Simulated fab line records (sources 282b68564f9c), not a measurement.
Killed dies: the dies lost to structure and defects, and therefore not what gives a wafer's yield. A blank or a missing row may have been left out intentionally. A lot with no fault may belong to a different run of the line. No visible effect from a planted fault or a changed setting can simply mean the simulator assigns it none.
2 desks looking at one fault | flow rit cmos | each desk has only its own numbers; what lay behind them comes last

## AT THE METROLOGY DESK
What the gauges read, lot by lot, whatever tool the lot ran on: means of the sampled wafers that have a number. Marked OUT: a lot whose mean sits more than 4 standard deviations from the usual mean, which makes it out of limits; the brackets give that distance.
Columns: A = PSD_TW at RIT_PSD_TW_MEAS_10, usual 3444; B = PSD_RS at RIT_SDANNEAL_RS_MEAS_04, usual 115.8 ohm/sq
lot  | first seen here | A               | B
L716 | day 3 09:10     | 3477            | 115.5
L717 | day 3 10:12     | 3482            | 115.7
L718 | day 3 22:47     | 3438            | 115.6
L720 | day 4 09:02     | 3439            | 115.3
L721 | day 4 15:03     | 3420            | 115.9
L722 | day 4 22:01     | 3434            | 116.0
L724 | day 4 23:50     | 3448            | 115.5
L723 | day 5 00:21     | 3407            | 116.1
L726 | day 5 09:17     | 3464            | 115.8
L728 | day 5 17:55     | 3305 (-5.1) OUT | 124.4 (+27) OUT
L730 | day 6 01:53     | 3481            | 115.7
L732 | day 6 12:20     | 3307 (-5.1) OUT | 124.7 (+28) OUT
L736 | day 7 10:58     | 3471            | 115.7
L737 | day 7 14:11     | 3400            | 115.5
This desk's finding: out of limits on L728, L732; first on L728, day 5 17:55 (PSD_TW at RIT_PSD_TW_MEAS_10). L716, L717, L718, L720, L721, L722, L724, L723, L726, L730, L736, L737 stayed within limits.

## AT THE TOOL OWNER'S DESK: implanter-02
For each lot that ran on this tool, the mean over its sampled wafers that have a number, from the tool's own readings at RIT_PSD_IMPLANT_08. Marked OUT: a lot whose mean sits more than 4 standard deviations from the usual mean, which makes it out of limits; the brackets give that distance.
Columns: A = end station pressure torr at RIT_PSD_IMPLANT_08, usual 1.43e-05 Torr; B = tilt deg at RIT_PSD_IMPLANT_08, usual 6.996 degrees
lot  | first seen here | A        | B
L716 | day 3 08:52     | 1.31e-05 | 6.991
L721 | day 4 14:44     | 1.27e-05 | 7.026
L724 | day 4 23:31     | 1.32e-05 | 6.981
L726 | day 5 09:00     | 1.30e-05 | 7.030
L728 | day 5 17:36     | 1.25e-05 | -0.009 (-99 or more) OUT
L732 | day 6 12:01     | 1.34e-05 | -0.033 (-99 or more) OUT
This desk finds L728, L732 out of limits, L728 being first, at day 5 17:36 (tilt deg at RIT_PSD_IMPLANT_08). L716, L721, L724, L726 stayed within limits.

## BROUGHT TOGETHER
The tool owner's desk could have raised an alarm at day 5 17:36, on L728, L732.
Metrology desk: alarm possible at day 5 17:55 on L728, L732.
Of the lots named, all ran RIT_PSD_IMPLANT_08 on implanter-02.

## WHAT WAS PUT IN BY THE SIMULATOR
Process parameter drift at RIT_PSD_IMPLANT_08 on implanter-02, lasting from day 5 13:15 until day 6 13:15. Setting tilt deg shifted by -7 from 7. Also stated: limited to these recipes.
Shown lots that were struck: L728, L732.
Hours from the fault's start to each desk's first reading out of limits: the tool owner's desk, 4; the metrology desk, 5.
